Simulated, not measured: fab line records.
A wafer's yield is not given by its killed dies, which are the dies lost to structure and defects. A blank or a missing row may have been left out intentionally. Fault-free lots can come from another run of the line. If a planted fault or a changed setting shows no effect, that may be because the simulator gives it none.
Which tool did it? || flow ritCmos || Sampling: 13 lots, 39 wafers, 5 of 202 route steps

== WHAT THE GAUGES SHOWED, per wafer ==
RIT_GATE_CD_MEAS_16: target cd 150 nm. Usual: cdNm 149.3 nm, standard deviation 2.4.
{"lot": "L604", "measured": "day 2 22:12", "on": "cdSem-02", "cdNm (nm)": "149.8 144.7 147.5", "flag": ""}
{"lot": "L605", "measured": "day 2 23:19", "on": "cdSem-02", "cdNm (nm)": "148.8 151.7 151.9", "flag": ""}
{"lot": "L606", "measured": "day 3 09:44", "on": "cdSem-01", "cdNm (nm)": "152.2 152.2 149.3", "flag": ""}
{"lot": "L609", "measured": "day 3 21:08", "on": "cdSem-01", "cdNm (nm)": "149.4 149.8 149.4", "flag": ""}
{"lot": "L610", "measured": "day 4 02:01", "on": "cdSem-02", "cdNm (nm)": "147.2 148.8 145.6", "flag": ""}
{"lot": "L613", "measured": "day 4 18:49", "on": "cdSem-01", "cdNm (nm)": "145.9 146.5 147.2", "flag": ""}
{"lot": "L616", "measured": "day 5 10:05", "on": "cdSem-02", "cdNm (nm)": "145.1 146.5 144.4", "flag": ""}
{"lot": "L617", "measured": "day 5 13:24", "on": "cdSem-01", "cdNm (nm)": "151.2 152.3 151.7", "flag": ""}
{"lot": "L618", "measured": "day 5 21:27", "on": "cdSem-01", "cdNm (nm)": "152.5 148.8 150.2", "flag": ""}
{"lot": "L622", "measured": "day 6 11:26", "on": "cdSem-01", "cdNm (nm)": "150.3 153.0 152.7", "flag": ""}
{"lot": "L623", "measured": "day 6 18:34", "on": "cdSem-01", "cdNm (nm)": "145.9 148.6 146.8", "flag": ""}
{"lot": "L625", "measured": "day 6 23:58", "on": "cdSem-02", "cdNm (nm)": "149.3 149.8 151.3", "flag": ""}
{"lot": "L626", "measured": "day 7 10:31", "on": "cdSem-02", "cdNm (nm)": "146.3 145.7 148.4", "flag": ""}

RIT_SILICIDE_THK_MEAS_03: measures by xrf. Usual: SILICIDE_TI_THK typically reads 29.7 nm, with standard deviation 0.41.
{"lot": "L604", "measured": "day 3 13:35", "on": "filmMetro-01", "SILICIDE_TI_THK (nm)": "30.4 30.4 30.2", "flag": ""}
{"lot": "L605", "measured": "day 3 16:50", "on": "filmMetro-02", "SILICIDE_TI_THK (nm)": "29.2 28.7 29.0", "flag": ""}
{"lot": "L606", "measured": "day 3 23:40", "on": "filmMetro-02", "SILICIDE_TI_THK (nm)": "29.5 29.9 29.8", "flag": ""}
{"lot": "L609", "measured": "day 4 12:43", "on": "filmMetro-01", "SILICIDE_TI_THK (nm)": "29.8 29.8 30.0", "flag": ""}
{"lot": "L610", "measured": "day 4 16:43", "on": "filmMetro-04", "SILICIDE_TI_THK (nm)": "29.4 29.3 29.2", "flag": ""}
{"lot": "L613", "measured": "day 5 10:11", "on": "filmMetro-01", "SILICIDE_TI_THK (nm)": "29.5 29.4 29.6", "flag": ""}
{"lot": "L616", "measured": "day 6 01:46", "on": "filmMetro-01", "SILICIDE_TI_THK (nm)": "29.9 30.3 30.2", "flag": ""}
{"lot": "L617", "measured": "day 6 04:14", "on": "filmMetro-01", "SILICIDE_TI_THK (nm)": "29.6 29.6 29.8", "flag": ""}
{"lot": "L618", "measured": "day 6 12:08", "on": "filmMetro-01", "SILICIDE_TI_THK (nm)": "29.7 30.0 30.1", "flag": ""}
{"lot": "L622", "measured": "day 7 02:16", "on": "filmMetro-01", "SILICIDE_TI_THK (nm)": "30.0 29.8 30.0", "flag": ""}
{"lot": "L623", "measured": "day 7 08:14", "on": "filmMetro-02", "SILICIDE_TI_THK (nm)": "29.9 30.3 30.1", "flag": ""}
{"lot": "L625", "measured": "day 7 15:04", "on": "filmMetro-02", "SILICIDE_TI_THK (nm)": "29.6 29.7 29.3", "flag": ""}
{"lot": "L626", "measured": "day 8 00:37", "on": "filmMetro-01", "SILICIDE_TI_THK (nm)": "30.1 29.9 30.0", "flag": ""}

RIT_M1_RS_MEAS_01: uses a four-point probe to measure. Usual: M1_AL_RS typically reads 0.0734 ohm/sq, with standard deviation 0.00079.
{"lot": "L604", "measured": "day 3 16:25", "on": "filmMetro-03", "M1_AL_RS (ohm/sq)": "0.0736 0.0732 0.0740", "flag": ""}
{"lot": "L605", "measured": "day 3 19:45", "on": "filmMetro-04", "M1_AL_RS (ohm/sq)": "0.0735 0.0732 0.0737", "flag": ""}
{"lot": "L606", "measured": "day 4 02:33", "on": "filmMetro-04", "M1_AL_RS (ohm/sq)": "0.0737 0.0741 0.0741", "flag": ""}
{"lot": "L609", "measured": "day 4 15:51", "on": "filmMetro-04", "M1_AL_RS (ohm/sq)": "0.0731 0.0735 0.0729", "flag": ""}
{"lot": "L610", "measured": "day 4 19:28", "on": "filmMetro-04", "M1_AL_RS (ohm/sq)": "- - - - - -", "flag": "OFF"}
{"lot": "L613", "measured": "day 5 13:08", "on": "filmMetro-03", "M1_AL_RS (ohm/sq)": "0.0757 0.0751 0.0745", "flag": ""}
{"lot": "L616", "measured": "day 6 04:40", "on": "filmMetro-04", "M1_AL_RS (ohm/sq)": "0.0738 0.0728 0.0735", "flag": ""}
{"lot": "L617", "measured": "day 6 07:07", "on": "filmMetro-03", "M1_AL_RS (ohm/sq)": "0.0733 0.0730 0.0736", "flag": ""}
{"lot": "L618", "measured": "day 6 15:01", "on": "filmMetro-04", "M1_AL_RS (ohm/sq)": "0.0733 0.0733 0.0737", "flag": ""}
{"lot": "L622", "measured": "day 7 05:02", "on": "filmMetro-02", "M1_AL_RS (ohm/sq)": "0.0743 0.0749 0.0744", "flag": ""}
{"lot": "L623", "measured": "day 7 11:01", "on": "filmMetro-02", "M1_AL_RS (ohm/sq)": "0.0726 0.0726 0.0729", "flag": ""}
{"lot": "L625", "measured": "day 7 17:52", "on": "filmMetro-02", "M1_AL_RS (ohm/sq)": "0.0739 0.0725 0.0730", "flag": ""}
{"lot": "L626", "measured": "day 8 03:29", "on": "filmMetro-04", "M1_AL_RS (ohm/sq)": "0.0734 0.0731 0.0728", "flag": ""}

== TOOL THAT RAN EACH LOT (tool first, then ch and the chambers of the sampled wafers, then the start) ==
{"lot": "L604", "RIT_SILICIDE_RTA_04": "rtpAnneal-01 ch 0, day 3 13:39", "RIT_M1_SPUTTER_00": "pvdSputter-03, day 3 16:03"}
{"lot": "L605", "RIT_SILICIDE_RTA_04": "rtpAnneal-02 ch 0, day 3 16:53", "RIT_M1_SPUTTER_00": "pvdSputter-01, day 3 19:26"}
{"lot": "L606", "RIT_SILICIDE_RTA_04": "rtpAnneal-02 ch 0, day 3 23:44", "RIT_M1_SPUTTER_00": "pvdSputter-03, day 4 02:16"}
{"lot": "L609", "RIT_SILICIDE_RTA_04": "rtpAnneal-01 ch 0, day 4 12:47", "RIT_M1_SPUTTER_00": "pvdSputter-03, day 4 15:33"}
{"lot": "L610", "RIT_SILICIDE_RTA_04": "rtpAnneal-02 ch 0, day 4 16:46", "RIT_M1_SPUTTER_00": "pvdSputter-01, day 4 19:10"}
{"lot": "L613", "RIT_SILICIDE_RTA_04": "rtpAnneal-01 ch 0, day 5 10:15", "RIT_M1_SPUTTER_00": "pvdSputter-01, day 5 12:48"}
{"lot": "L616", "RIT_SILICIDE_RTA_04": "rtpAnneal-02 ch 0, day 6 01:49", "RIT_M1_SPUTTER_00": "pvdSputter-01, day 6 04:22"}
{"lot": "L617", "RIT_SILICIDE_RTA_04": "rtpAnneal-01 ch 0, day 6 04:17", "RIT_M1_SPUTTER_00": "pvdSputter-03, day 6 06:48"}
{"lot": "L618", "RIT_SILICIDE_RTA_04": "rtpAnneal-01 ch 0, day 6 12:11", "RIT_M1_SPUTTER_00": "pvdSputter-03, day 6 14:43"}
{"lot": "L622", "RIT_SILICIDE_RTA_04": "rtpAnneal-01 ch 0, day 7 02:20", "RIT_M1_SPUTTER_00": "pvdSputter-01, day 7 04:43"}
{"lot": "L623", "RIT_SILICIDE_RTA_04": "rtpAnneal-02 ch 0, day 7 08:18", "RIT_M1_SPUTTER_00": "pvdSputter-03, day 7 10:43"}
{"lot": "L625", "RIT_SILICIDE_RTA_04": "rtpAnneal-02 ch 0, day 7 15:08", "RIT_M1_SPUTTER_00": "pvdSputter-03, day 7 17:35"}
{"lot": "L626", "RIT_SILICIDE_RTA_04": "rtpAnneal-01 ch 0, day 8 00:40", "RIT_M1_SPUTTER_00": "pvdSputter-01, day 8 03:12"}
- RIT_SILICIDE_RTA_04: time 10 s, ramp up 5 s, ramp down 5 s.
- RIT_M1_SPUTTER_00: material Al, target thk 400 nm, time 500 s.

== AS READ BY THE TOOLS THEMSELVES (means over the sampled wafers that have a number; for cases with no such wafer, the mark the record gives instead) ==
RIT_SILICIDE_RTA_04. Usual: wafer_temp_C_max 653.3, standard deviation 1.4.
{"lot": "L604", "tool": "rtpAnneal-01", "wafer_temp_C_max": 652.6, "flag": ""}
{"lot": "L605", "tool": "rtpAnneal-02", "wafer_temp_C_max": 654.0, "flag": ""}
{"lot": "L606", "tool": "rtpAnneal-02", "wafer_temp_C_max": 654.6, "flag": ""}
{"lot": "L609", "tool": "rtpAnneal-01", "wafer_temp_C_max": 651.9, "flag": ""}
{"lot": "L610", "tool": "rtpAnneal-02", "wafer_temp_C_max": 653.8, "flag": ""}
{"lot": "L613", "tool": "rtpAnneal-01", "wafer_temp_C_max": 652.0, "flag": ""}
{"lot": "L616", "tool": "rtpAnneal-02", "wafer_temp_C_max": 655.1, "flag": ""}
{"lot": "L617", "tool": "rtpAnneal-01", "wafer_temp_C_max": 651.9, "flag": ""}
{"lot": "L618", "tool": "rtpAnneal-01", "wafer_temp_C_max": 652.1, "flag": ""}
{"lot": "L622", "tool": "rtpAnneal-01", "wafer_temp_C_max": 651.9, "flag": ""}
{"lot": "L623", "tool": "rtpAnneal-02", "wafer_temp_C_max": 654.4, "flag": ""}
{"lot": "L625", "tool": "rtpAnneal-02", "wafer_temp_C_max": 654.2, "flag": ""}
{"lot": "L626", "tool": "rtpAnneal-01", "wafer_temp_C_max": 651.4, "flag": ""}

RIT_M1_SPUTTER_00. Usual: cathodeDcPowerW 2000.0 W, standard deviation 0.32; chamberPressurePa 0.4002 Pa, standard deviation 0.00076; throttleValvePct 30.0 %, standard deviation 1.1.
{"lot": "L604", "tool": "pvdSputter-03", "cathodeDcPowerW (W)": 2000.2, "chamberPressurePa (Pa)": 0.3993, "throttleValvePct (%)": 31.0, "flag": ""}
{"lot": "L605", "tool": "pvdSputter-01", "cathodeDcPowerW (W)": 1999.9, "chamberPressurePa (Pa)": 0.4010, "throttleValvePct (%)": 29.8, "flag": ""}
{"lot": "L606", "tool": "pvdSputter-03", "cathodeDcPowerW (W)": 2000.1, "chamberPressurePa (Pa)": 0.4004, "throttleValvePct (%)": 30.0, "flag": ""}
{"lot": "L609", "tool": "pvdSputter-03", "cathodeDcPowerW (W)": 1999.9, "chamberPressurePa (Pa)": 0.3997, "throttleValvePct (%)": 28.9, "flag": ""}
{"lot": "L610", "tool": "pvdSputter-01", "cathodeDcPowerW (W)": "-", "chamberPressurePa (Pa)": "-", "throttleValvePct (%)": "-", "flag": "OFF"}
{"lot": "L613", "tool": "pvdSputter-01", "cathodeDcPowerW (W)": 2000.3, "chamberPressurePa (Pa)": 0.4004, "throttleValvePct (%)": 30.4, "flag": ""}
{"lot": "L616", "tool": "pvdSputter-01", "cathodeDcPowerW (W)": 1999.8, "chamberPressurePa (Pa)": 0.4000, "throttleValvePct (%)": 29.9, "flag": ""}
{"lot": "L617", "tool": "pvdSputter-03", "cathodeDcPowerW (W)": 1999.9, "chamberPressurePa (Pa)": 0.3995, "throttleValvePct (%)": 31.3, "flag": ""}
{"lot": "L618", "tool": "pvdSputter-03", "cathodeDcPowerW (W)": 1999.7, "chamberPressurePa (Pa)": 0.3992, "throttleValvePct (%)": 30.1, "flag": ""}
{"lot": "L622", "tool": "pvdSputter-01", "cathodeDcPowerW (W)": 2000.0, "chamberPressurePa (Pa)": 0.4004, "throttleValvePct (%)": 30.2, "flag": ""}
{"lot": "L623", "tool": "pvdSputter-03", "cathodeDcPowerW (W)": 1999.8, "chamberPressurePa (Pa)": 0.4004, "throttleValvePct (%)": 30.1, "flag": ""}
{"lot": "L625", "tool": "pvdSputter-03", "cathodeDcPowerW (W)": 2000.0, "chamberPressurePa (Pa)": 0.4004, "throttleValvePct (%)": 30.4, "flag": ""}
{"lot": "L626", "tool": "pvdSputter-01", "cathodeDcPowerW (W)": 1999.9, "chamberPressurePa (Pa)": 0.4000, "throttleValvePct (%)": 29.9, "flag": ""}

== THE ANSWER, worked out from the rows above alone ==
Rule: lot off if the mean of its wafers having a number is beyond 3 standard deviations from the usual mean. Also off: a lot with no number at a reading for which 4 or more lots have one. Where the step has rows for the other lots, those lots are counted as sound. First the gauges in route order, then the tools' own readings, where a lot's mean is used as printed above. At the first step where some lot is off, the reading lying furthest off is the one used; lots without a number count as furthest.
Off: L610, seen at RIT_M1_RS_MEAS_01 (M1_AL_RS). Without a number there: L610.
A tool fits if, at a process step before that reading, it ran every lot that is off, and no sound lot after the first of them. The gauges at RIT_M1_RS_MEAS_01 aren't tried: what is off there is off at RIT_M1_SPUTTER_00 too, on other tools, and a gauge's error can't cause that. None of those tried fits.

== WHAT HAD BEEN PUT IN BY THE SIMULATOR ==
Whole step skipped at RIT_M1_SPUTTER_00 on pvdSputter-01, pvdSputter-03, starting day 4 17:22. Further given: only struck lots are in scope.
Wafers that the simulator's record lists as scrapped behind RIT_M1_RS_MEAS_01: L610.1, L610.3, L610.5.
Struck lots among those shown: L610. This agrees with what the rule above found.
